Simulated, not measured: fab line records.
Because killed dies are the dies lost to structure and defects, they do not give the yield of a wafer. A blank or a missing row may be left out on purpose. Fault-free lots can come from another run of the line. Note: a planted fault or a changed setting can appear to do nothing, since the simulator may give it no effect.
Which tool did it? | flow berkeley_cmos170 | Sampling: 14 lots, 42 wafers, 2 of 331 route steps

## WHAT THE GAUGES SHOWED, per wafer
UCB170_SPACER_THK_MEAS_01.
lot  | measured     | on            | SPACER_TEOS_THK (nm)
L726 | day 6 00:28  | film_metro-02 | 372 377 379
L728 | day 6 10:44  | film_metro-01 | 377 381 386
L729 | day 6 18:27  | film_metro-01 | 372 369 376
L730 | day 6 23:38  | film_metro-04 | 376 374 374
L732 | day 7 11:51  | film_metro-01 | 376 402 379
L737 | day 8 19:59  | film_metro-02 | 395 380 382
L739 | day 9 04:22  | film_metro-02 | 382 374 380
L741 | day 9 12:08  | film_metro-02 | 373 381 381
L742 | day 9 12:18  | film_metro-04 | 372 378 379
L743 | day 9 19:15  | film_metro-04 | 372 371 378
L744 | day 10 05:13 | film_metro-01 | 374 375 379
L746 | day 10 05:26 | film_metro-02 | 376 383 381
L747 | day 10 19:38 | film_metro-04 | 379 379 380
L749 | day 11 01:17 | film_metro-04 | 368 364 371

## WHAT TOOL EACH LOT RAN ON (gives the tool, then ch and the chambers of the sampled wafers, and finally the start)
lot  | UCB170_SPACER_CVD_00
L726 | pecvd-02 ch 0,2, day 6 00:24
L728 | pecvd-04 ch 0,1,2, day 6 10:40
L729 | pecvd-04 ch 0,1, day 6 18:25
L730 | pecvd-02 ch 0,1,2, day 6 23:35
L732 | pecvd-02 ch 0,1,2, day 7 11:48
L737 | pecvd-02 ch 0,1, day 8 19:55
L739 | pecvd-04 ch 0,1, day 9 04:19
L741 | pecvd-01 ch 0,2, day 9 12:05
L742 | pecvd-04 ch 0,2, day 9 12:15
L743 | pecvd-04 ch 0,2, day 9 19:12
L744 | pecvd-01 ch 1,2, day 10 05:08
L746 | pecvd-04 ch 0,2, day 10 05:23
L747 | pecvd-04 ch 0,1,2, day 10 19:36
L749 | pecvd-02 ch 0,1, day 11 01:13
- UCB170_SPACER_CVD_00: deposits SiO2 from TEOS/O2, target thk 376 nm, time 47 s.

## AS READ BY THE TOOLS THEMSELVES (means over the sampled wafers that have a number; for cases with no such wafer, the mark the record gives instead)
UCB170_SPACER_CVD_00.
lot  | tool     | heater_power_w (W) | pressure_mtorr (mTorr)
L726 | pecvd-02 | 237                | 8999
L728 | pecvd-04 | 245                | 9012
L729 | pecvd-04 | 246                | 9000
L730 | pecvd-02 | 258                | 9000
L732 | pecvd-02 | 274                | 8986
L737 | pecvd-02 | 240                | 8984
L739 | pecvd-04 | 233                | 9014
L741 | pecvd-01 | 199                | 9001
L742 | pecvd-04 | 295                | 9019
L743 | pecvd-04 | 291                | 8981
L744 | pecvd-01 | 218                | 8995
L746 | pecvd-04 | 295                | 8987
L747 | pecvd-04 | 254                | 9011
L749 | pecvd-02 | 216                | 8995

## THE ANSWER, worked out from the rows above alone
Rule: the lots themselves supply what counts as usual. The widest of any qualifying gaps counts: lots, ordered by their means at a reading, are off when they make up no more than a third of the lots, leave a main group of 4 or more, and stand apart from it by 3 or more times the standard deviation of that group's means. A main group whose means are all the same, to the digits that the tables above print for the reading, isn't used. A lot without any number at a reading at which 4 lots or more have one is off too. Any other lot the step has rows for is counted as sound. After the gauges, taken in route order, come the tools' own readings; for these a lot's mean is taken, as printed above. The first step at which some lot is off is used, and at that step the reading that is off furthest; a lot without a number counts as furthest.
None of the lots is off at any reading shown; this tells nothing.

## WHAT THE SIMULATOR HAD INSERTED
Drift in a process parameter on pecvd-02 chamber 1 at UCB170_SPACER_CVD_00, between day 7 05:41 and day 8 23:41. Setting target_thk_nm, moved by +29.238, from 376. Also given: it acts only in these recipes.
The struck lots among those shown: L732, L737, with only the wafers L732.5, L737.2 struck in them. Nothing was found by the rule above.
